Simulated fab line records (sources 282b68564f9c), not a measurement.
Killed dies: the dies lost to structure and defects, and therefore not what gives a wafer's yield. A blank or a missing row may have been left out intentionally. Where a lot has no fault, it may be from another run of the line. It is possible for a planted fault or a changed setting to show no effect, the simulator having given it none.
One fault through the eyes of 2 desks	flow rit cmos	each desk holds nothing but its own numbers, with what lay behind them at the end

== AT THE METROLOGY DESK ==
Lot by lot, what the gauges showed, no matter which tool ran the lot: averages of those sampled wafers that carry a number. Any lot whose mean is over 4 standard deviations away from the usual mean is out of limits and marked OUT; that distance is given in the brackets.
Columns: A = ACTIVE_OXIDE_THK at RIT_ACTIVE_THK_MEAS_02, usual 46.9 nm; B = ACTIVE_NITRIDE_THK at RIT_ACTIVE_THK_MEAS_04, usual 149.3 nm; C = cd nm at RIT_ACTIVE_CD_MEAS_11, usual 1399.9 nm
lot	first seen here	A	B	C
L258	day 1 18:32	46.2	151.1	1401.7
L259	day 1 22:41	48.0	147.3	1402.1
L260	day 2 03:27	45.6	149.0	1403.5
L265	day 3 04:16	46.4	151.3	1404.5
L270	day 4 07:16	45.6	149.7	1398.2
L271	day 4 10:17	47.4	149.2	1396.1
L275	day 5 06:06	46.8	148.2	1400.4
This desk's verdict: no lot among the 7 shows anything out of limits.

== TOOL OWNER'S DESK, rie diel-01 ==
The tool's own readings at RIT_ACTIVE_ETCH_13 (etches Si3N4 in SF6, stops on SiO2, time 210 s, target depth 210 nm): means of the sampled wafers that have a number, for each lot that ran on this tool. Any lot whose mean is over 4 standard deviations away from the usual mean is out of limits and marked OUT; that distance is given in the brackets.
Columns: A = chamber pressure mTorr at RIT_ACTIVE_ETCH_13, usual 260.03 mTorr; B = drypump motor current A at RIT_ACTIVE_ETCH_13, usual 5.52 A; C = oes product au at RIT_ACTIVE_ETCH_13, usual 0.818 a.u.; D = throttle valve pct at RIT_ACTIVE_ETCH_13, usual 7.50 %
lot	first seen here	A	B	C	D
L258	day 1 21:12	260.16	5.47	0.822	7.51
L259	day 2 01:20	260.11	5.60	0.810	7.57
L260	day 2 06:16	259.87	5.96	0.822	7.59
L265	day 3 06:59	259.96	5.75	0.839	7.47
This desk's verdict: no lot among the 4 shows anything out of limits.

== ALL TOGETHER ==
Nothing out of limits was seen by the metrology desk.
Nothing out of limits was seen by the tool owner's desk.

== WHAT WAS PUT IN BY THE SIMULATOR ==
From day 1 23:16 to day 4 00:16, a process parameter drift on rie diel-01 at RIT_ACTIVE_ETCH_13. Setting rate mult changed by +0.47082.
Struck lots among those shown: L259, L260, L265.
